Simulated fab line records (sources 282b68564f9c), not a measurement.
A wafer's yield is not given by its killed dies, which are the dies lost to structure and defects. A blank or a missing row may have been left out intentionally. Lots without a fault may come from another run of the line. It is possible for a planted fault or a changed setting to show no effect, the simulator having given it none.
fab line records	flow rit-cmos
record lots=7	wafers=21	last-day=6
route steps=202 shown CONTACT@168 M1@202
lots that met no fault: from a run of the same line without faults
start-h: hours from the record's opening day to when the first of the lot's shown wafers began	wait-h: time in hours since the lot's previous step	" the same as in the row above	L1.1+2: a row that stands for several wafers	- either no value or no given start	* or withheld: withheld	< > ~ a bound
route shown NAME@n: a module of which the file shows steps, and the number in the route of the first	usual: mean and standard deviation over wafers with no fault	same: alike in all rows	chamber/n: place in a boat	sites: readings site by site	_std_site: standard deviation across them	_edge_site: inner sites' mean taken away from outer sites' mean	radius-mm: how far each site lies from the wafer's centre	mask NAME#n: copy n	behind: the tool/chamber that last shaped the wafer	hold: cause of the lot's hold/its duration in hours/its outcome	device: the n, p or np transistor that did not switch	end of line: at the end of the route, the tests of the same wafers	step lacking rows: just its recipe	killed: at the first sort, the dies lost to defects and structure; wafer yield is something else	map: shows each die of a wafer: x if killed, . if not, _ if none is there
set.NAME: setting as actually run; set.NAME@STEP: the setting as run at that earlier step	model.NAME: the simulator's own value behind a step, which no gauge read
certain route steps with their lots: each step a table, each wafer a row
services: a tool's chamber out of use, with start hour (start-h, from the record's first day; less than 0 if before it), hours out, and reason
## steps
# step RIT_CONTACT_CVD_00
# recipe material=SiO2	target-thk-nm=400	precursor=TEOS	temp-c=390	time-s=61	rf-w=400
# usual heater-power-w=318/35
lot.wafer	tool	chamber	start-h	wait-h	heater-power-w
L530.3	pecvd-02	1	56.10	0.0	379
L530.5	"	0	"	"	328
L530.6	"	1	"	"	280
L540.2	pecvd-02	0	107.72	0.0	289
L540.3	"	1	"	"	333
L540.4	"	2	"	"	339
L541.2	pecvd-01	1	110.66	0.0	318
L541.3	"	0	"	"	302
L541.4	"	0	"	"	326
L539.2	pecvd-04	0	112.76	0.0	331
L539.5	"	1	"	"	315
L539.6	"	2	"	"	356
L543.1	pecvd-02	0	130.07	0.1	339
L543.2	"	2	"	"	352
L543.5	"	2	"	"	356
L546.1	pecvd-02	1	138.06	0.1	348
L546.3	"	0	"	"	288
L546.4	"	2	"	"	342
L547.1	pecvd-01	1	145.10	0.1	316
L547.3	"	0	"	"	249
L547.5	"	2	"	"	345
# step RIT_CONTACT_THK_MEAS_01
# recipe reads=SiO2_of_CONTACT_CVD_00
# usual CONTACT_TEOS_THK=400/5.6
lot.wafer	tool	chamber	start-h	wait-h	CONTACT_TEOS_THK[nm]
L530.3	film-metro-02	-	56.17	0.0	404
L530.5	"	-	"	"	412
L530.6	"	-	"	"	410
L540.2	film-metro-04	-	107.78	0.0	401
L540.3	"	-	"	"	396
L540.4	"	-	"	"	403
L541.2	film-metro-03	-	110.72	0.0	398
L541.3	"	-	"	"	397
L541.4	"	-	"	"	408
L539.2	film-metro-04	-	112.82	0.0	388
L539.5	"	-	"	"	400
L539.6	"	-	"	"	400
L543.1	film-metro-04	-	130.12	0.0	400
L543.2	"	-	"	"	403
L543.5	"	-	"	"	404
L546.1	film-metro-03	-	138.11	0.0	393
L546.3	"	-	"	"	403
L546.4	"	-	"	"	404
L547.1	film-metro-03	-	145.15	0.0	393
L547.3	"	-	"	"	393
L547.5	"	-	"	"	405
# step RIT_CONTACT_HMDS_02
# recipe prime-time-s=60	prime-temp-c=140
# step RIT_CONTACT_COAT_03
# recipe resist=NOVOLAK	spin-rpm=3250	resist-thk-nm=1000
# step RIT_CONTACT_SOFTBAKE_04
# recipe resist=NOVOLAK	temp-c=90	time-s=60
# step RIT_CONTACT_EXPOSE_05
# recipe mask-id=M11	na=0.6	source-shape=conventional	sigma-outer=0.5	target-cd-nm=1000	dose-mj=250
# step RIT_CONTACT_PEB_06
# recipe resist=NOVOLAK	temp-c=withheld	time-s=withheld
# step RIT_CONTACT_DEVELOP_07
# recipe resist=NOVOLAK	develop-time-s=120	dev-temp-c=23
# step RIT_CONTACT_CD_MEAS_08
# recipe target-cd-nm=1000
# usual cd-nm=999.0/2.6
lot.wafer	tool	chamber	start-h	wait-h	cd-nm
L530.3	cd-sem-01	-	57.35	-	1002.3
L530.5	"	-	"	"	1004.3
L530.6	"	-	"	"	1003.0
L540.2	cd-sem-02	-	108.94	-	1001.2
L540.3	"	-	"	"	999.6
L540.4	"	-	"	"	1000.6
L541.2	cd-sem-02	-	111.75	-	996.7
L541.3	"	-	"	"	996.5
L541.4	"	-	"	"	995.1
L539.2	cd-sem-01	-	113.86	-	998.5
L539.5	"	-	"	"	999.2
L539.6	"	-	"	"	998.4
L543.1	cd-sem-02	-	131.14	-	1002.4
L543.2	"	-	"	"	1002.4
L543.5	"	-	"	"	999.9
L546.1	cd-sem-02	-	139.14	-	996.1
L546.3	"	-	"	"	995.4
L546.4	"	-	"	"	997.5
L547.1	cd-sem-02	-	146.30	-	1000.3
L547.3	"	-	"	"	998.7
L547.5	"	-	"	"	999.4
# step RIT_CONTACT_OVL_MEAS_09
# usual CONTACT_OVL=1.5/1.5
lot.wafer	tool	chamber	start-h	wait-h	CONTACT_OVL[nm]
L530.3	overlay-02	-	57.44	0.1	1.6
L530.5	"	-	"	"	1.1
L530.6	"	-	"	"	0.9
L540.2	overlay-02	-	109.05	0.1	2.8
L540.3	"	-	"	"	3.4
L540.4	"	-	"	"	2.6
L541.2	overlay-01	-	111.86	0.1	4.4
L541.3	"	-	"	"	4.8
L541.4	"	-	"	"	5.3
L539.2	overlay-02	-	113.97	0.1	-0.6
L539.5	"	-	"	"	-0.5
L539.6	"	-	"	"	1.1
L543.1	overlay-02	-	131.26	0.1	1.4
L543.2	"	-	"	"	0.4
L543.5	"	-	"	"	1.9
L546.1	overlay-02	-	139.26	0.1	0.1
L546.3	"	-	"	"	-1.6
L546.4	"	-	"	"	-1.1
L547.1	overlay-02	-	146.42	0.1	2.2
L547.3	"	-	"	"	2.3
L547.5	"	-	"	"	0.1
# step RIT_CONTACT_HARDBAKE_10
# recipe resist=NOVOLAK	temp-c=140	time-s=60
# step RIT_CONTACT_ETCH_11
# recipe target-depth-a=4800	over-etch-frac=0.2	stop-on=TiSi2	chemistry=CHF3/CF4/Ar	target=SiO2	CHF3_flow_sccm=50	cf4-flow-sccm=10	Ar_flow_sccm=100	O2_flow_sccm=5	pressure-mtorr=100	rf-w=200	time-s=320
# usual drypump-motor-current-A=5.8/0.55	oes-product-au=0.994/0.015	throttle-valve-pct=8.89/0.14
# same over-etch-frac=0.2
lot.wafer	tool	chamber	start-h	wait-h	drypump-motor-current-A	oes-product-au	rf-hours-counter-h	throttle-valve-pct
L530.3	rie-diel-02	2	57.61	0.1	6.4	1.021	136	9.05
L530.5	"	3	"	"	6.0	1.010	-	8.61
L530.6	"	2	"	"	6.4	1.030	-	9.06
L540.2	rie-diel-04	2	109.23	0.1	5.9	0.998	4	9.02
L540.3	"	1	"	"	6.7	0.996	9	8.79
L540.4	"	0	"	"	5.3	0.970	6	8.78
L541.2	rie-diel-01	1	112.04	0.1	5.8	1.011	77	8.91
L541.3	"	2	"	"	5.8	0.973	6	9.00
L541.4	"	0	"	"	6.0	0.972	150	8.96
L539.2	rie-diel-04	1	114.15	0.1	6.7	0.992	9	8.76
L539.5	"	1	"	"	6.7	0.997	-	8.78
L539.6	"	2	"	"	5.8	1.007	-	9.03
L543.1	rie-diel-04	2	131.45	0.1	5.9	1.000	5	9.02
L543.2	"	0	"	"	5.3	0.976	7	8.78
L543.5	"	1	"	"	6.7	0.994	-	8.79
L546.1	rie-diel-02	3	139.45	0.1	6.0	1.014	80	8.61
L546.3	"	0	"	"	5.4	0.996	82	8.63
L546.4	"	3	"	"	6.0	1.018	-	8.60
L547.1	rie-diel-01	3	146.61	0.1	6.4	0.995	28	8.98
L547.3	"	1	"	"	5.8	1.002	78	8.93
L547.5	"	2	"	"	5.9	0.970	-	9.01
# step RIT_CONTACT_STRIP_12
# recipe chemistry=O2	time-s=180	resist=NOVOLAK	platen-temp-c=withheld	power-w=500	pressure-mtorr=4000	o2-flow-sccm=4000
# usual drypump-motor-current-A=5.93/0.27	run-length-s=208.25/0.28
lot.wafer	tool	chamber	start-h	wait-h	drypump-motor-current-A	rf-hours-counter-h	run-length-s
L530.3	plasma-asher-02	0	57.86	0.2	5.39	-	208.29
L530.5	"	0	"	"	5.38	-	207.99
L530.6	"	1	"	"	6.18	-	208.46
L540.2	plasma-asher-03	1	109.42	0.1	6.01	47	207.87
L540.3	"	1	"	"	6.01	-	207.83
L540.4	"	0	"	"	6.14	-	208.43
L541.2	plasma-asher-03	1	112.23	0.1	5.99	47	196.18
L541.3	"	1	"	"	6.01	-	196.37
L541.4	"	0	"	"	6.15	-	196.72
L539.2	plasma-asher-03	1	114.34	0.1	6.00	46	196.17
L539.5	"	1	"	"	6.03	-	196.61
L539.6	"	0	"	"	6.17	-	196.56
L543.1	plasma-asher-03	0	131.64	0.1	6.14	48	196.75
L543.2	"	1	"	"	5.98	48	196.09
L543.5	"	0	"	"	6.13	-	196.32
L546.1	plasma-asher-01	1	139.64	0.1	5.91	52	208.71
L546.3	"	1	"	"	5.91	-	208.66
L546.4	"	0	"	"	5.83	-	207.97
L547.1	plasma-asher-02	1	146.80	0.1	6.12	3	208.71
L547.3	"	0	"	"	5.44	-	208.22
L547.5	"	0	"	"	5.45	-	208.53
# step RIT_CONTACT_CD_MEAS_90
# recipe target-cd-nm=1000
# usual cd-nm=999.0/2.7
lot.wafer	tool	chamber	start-h	wait-h	cd-nm
L530.3	cd-sem-01	-	58.02	0.1	1002.1
L530.5	"	-	"	"	1004.5
L530.6	"	-	"	"	1002.8
L540.2	cd-sem-02	-	109.62	0.1	1001.0
L540.3	"	-	"	"	999.7
L540.4	"	-	"	"	1001.1
L541.2	cd-sem-01	-	112.43	0.1	996.7
L541.3	"	-	"	"	996.9
L541.4	"	-	"	"	994.8
L539.2	cd-sem-02	-	114.54	0.1	998.2
L539.5	"	-	"	"	999.2
L539.6	"	-	"	"	998.4
L543.1	cd-sem-02	-	131.82	0.1	1002.6
L543.2	"	-	"	"	1002.4
L543.5	"	-	"	"	1000.2
L546.1	cd-sem-01	-	139.82	0.1	995.5
L546.3	"	-	"	"	994.9
L546.4	"	-	"	"	997.3
L547.1	cd-sem-01	-	146.98	0.1	1000.6
L547.3	"	-	"	"	999.0
L547.5	"	-	"	"	999.6
# step RIT_M1_PROBE_99
# usual killed_at_M0_to_M3=0.0/0.19	killed-at-contacts=0.1/0.27	killed-at-front-end=6.4/2.9	killed-dies=6.5/3	killed-on-rim=1.6/1.4	killed-open=3.3/1.9	killed-short=3.2/1.7
# same gross-dies=264	killed_at_M4_up=0	killed-at-back-side=0	killed-at-other=0
lot.wafer	tool	chamber	start-h	wait-h	killed_at_M0_to_M3	killed-at-contacts	killed-at-front-end	killed-dies	killed-on-rim	killed-open	killed-short
L530.3	prober-01	-	63.70	0.2	0	0	7	7	4	4	3
L530.5	prober-01	-	63.80	0.2	0	0	6	6	0	1	5
L530.6	prober-01	-	63.85	0.2	0	0	8	8	0	5	3
L540.2	prober-01	-	115.01	0.1	0	1	7	8	1	4	4
L540.3	prober-01	-	115.06	0.2	0	0	6	6	1	4	2
L540.4	prober-01	-	115.11	0.2	0	0	9	9	0	6	3
L543.1	prober-02	-	136.32	0.1	0	0	5	5	0	2	3
L543.2	prober-02	-	136.37	0.1	0	0	6	6	2	1	5
L543.5	prober-02	-	136.52	0.2	0	0	3	3	2	1	2
L546.1	prober-01	-	144.60	0.1	0	0	6	6	4	2	4
L546.3	prober-01	-	144.70	0.2	0	0	9	9	3	6	3
L546.4	prober-01	-	144.75	0.2	0	0	5	5	3	2	3
L547.1	prober-02	-	152.13	0.1	0	0	5	5	0	3	2
L547.3	prober-02	-	152.23	0.2	1	0	6	7	2	0	7
L547.5	prober-02	-	152.33	0.2	0	0	10	10	6	6	4
# killed by level:class
L530.3 GATE:geometric-particle:open=3 FOX1:geometric-particle:short=1 GATE:geometric-particle:short=1 REOX:geometric-particle:short=1 SPACER:geometric-particle:open=1
L530.5 GATE:geometric-particle:short=2 FOX2:geometric-particle:short=1 GATE:geometric-particle:open=1 SPACER:geometric-particle:short=1 SILICIDE:geometric-particle:short=1
L530.6 FOX2:geometric-particle:open=2 GATE:geometric-particle:short=2 FOX1:geometric-particle:open=1 SPACER:geometric-particle:short=1 SPACER:geometric-particle:open=1 SILICIDE:geometric-particle:open=1
L540.2 FOX1:geometric-particle:open=2 FOX2:geometric-particle:open=2 SILICIDE:geometric-particle:short=2 GATE:geometric-particle:short=1 CONTACT:geometric-particle:short=1
L540.3 ACTIVE:geometric-particle:open=1 FOX2:geometric-particle:short=1 GATE:geometric-particle:open=1 REOX:geometric-particle:open=1 SPACER:geometric-particle:open=1 SILICIDE:geometric-particle:short=1
L540.4 GATE:geometric-particle:short=3 GATE:geometric-particle:open=2 REOX:geometric-particle:open=2 SILICIDE:geometric-particle:open=2
L543.1 GATE:geometric-particle:short=3 SPACER:geometric-particle:open=1 SILICIDE:geometric-particle:open=1
L543.2 GATE:geometric-particle:short=3 FOX1:geometric-particle:short=2 GATE:geometric-particle:open=1
L543.5 FOX1:geometric-particle:short=2 GATE:geometric-particle:open=1
L546.1 REOX:geometric-particle:short=2 GATE:geometric-particle:open=1 GATE:geometric-particle:short=1 SPACER:geometric-particle:short=1 SILICIDE:geometric-particle:open=1
L546.3 REOX:geometric-particle:open=2 SPACER:geometric-particle:open=2 FOX1:geometric-particle:open=1 GATE:geometric-particle:short=1 REOX:geometric-particle:short=1 SILICIDE:geometric-particle:open=1 SILICIDE:geometric-particle:short=1
L546.4 GATE:geometric-particle:short=1 GATE:geometric-particle:open=1 REOX:geometric-particle:short=1 REOX:geometric-particle:open=1 SPACER:geometric-particle:short=1
L547.1 GATE:geometric-particle:short=1 GATE:geometric-particle:open=1 REOX:geometric-particle:open=1 SPACER:geometric-particle:open=1 SILICIDE:geometric-particle:short=1
L547.3 GATE:geometric-particle:short=2 SPACER:geometric-particle:short=2 FOX2:geometric-particle:short=1 SILICIDE:geometric-particle:short=1 M1:geometric-particle:short=1
L547.5 SILICIDE:geometric-particle:open=3 FOX1:geometric-particle:short=2 GATE:geometric-particle:short=2 SPACER:geometric-particle:open=2 GATE:geometric-particle:open=1
## services
tool	chamber	start-h	hours	kind
rie-diel-04	-	44.46	1.8	repair
pecvd-02	-	57.22	6.0	pm
rie-diel-04	3	58.87	-	clean
rie-diel-04	3	58.87	18.7	scheduled-down
rie-diel-04	3	58.87	18.7	vent-cycle
pecvd-04	-	74.79	22.8	repair
rie-diel-02	3	89.32	9.2	repair
rie-diel-04	3	92.29	5.8	repair
pecvd-02	-	92.35	3.3	repair
rie-diel-01	2	102.00	9.5	repair
rie-diel-04	2	105.54	3.2	repair
plasma-asher-02	-	108.75	9.0	pm
plasma-asher-02	0	108.75	9.0	vent-cycle
plasma-asher-02	1	108.75	9.0	vent-cycle
plasma-asher-02	0	117.75	-	clean
plasma-asher-02	1	117.75	-	clean
pecvd-04	0	134.82	6.6	repair
rie-diel-02	1	139.27	7.1	repair
rie-diel-01	0	143.46	-	clean
rie-diel-01	0	143.46	19.5	scheduled-down
rie-diel-01	0	143.46	19.5	vent-cycle
plasma-asher-01	-	144.01	10.0	pm
## key
first-sign step=RIT_CONTACT_STRIP_12	reading=run-length-s	direction=down	sigmas=42	usual=*	struck=*
effect none on later readings
met-at RIT_CONTACT_STRIP_12
struck-wafers L539.2,L539.5,L539.6,L541.2,L541.3,L541.4,L543.1,L543.2,L543.5
rows-end L539.2,L539.5,L539.6,L541.2,L541.3,L541.4
tester-left-out L543
onset-between 109.42 112.23
earlier-fault kind=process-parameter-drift	tool=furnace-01	chamber=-	onset-h=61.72	steps=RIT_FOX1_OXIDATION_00	channel=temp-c	offset=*	shape=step	end-h=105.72	acts-in=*	stated=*
fault kind=process-parameter-drift	tool=plasma-asher-03	chamber=-	onset-h=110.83	steps=RIT_CONTACT_STRIP_12	channel=time-s	offset=*	shape=step	acts-in=*	stated=*
# tester-left-out: of these lots the tester's yield and bins aren't shown, on N5 and GAA mostly nor the transistor test; their killed dies are dies lost to structure and defects alone, not to doping, threshold or leakage, so they don't give the yield
# rows-end: these wafers met a further fault down the route, and their rows from its step on are left out
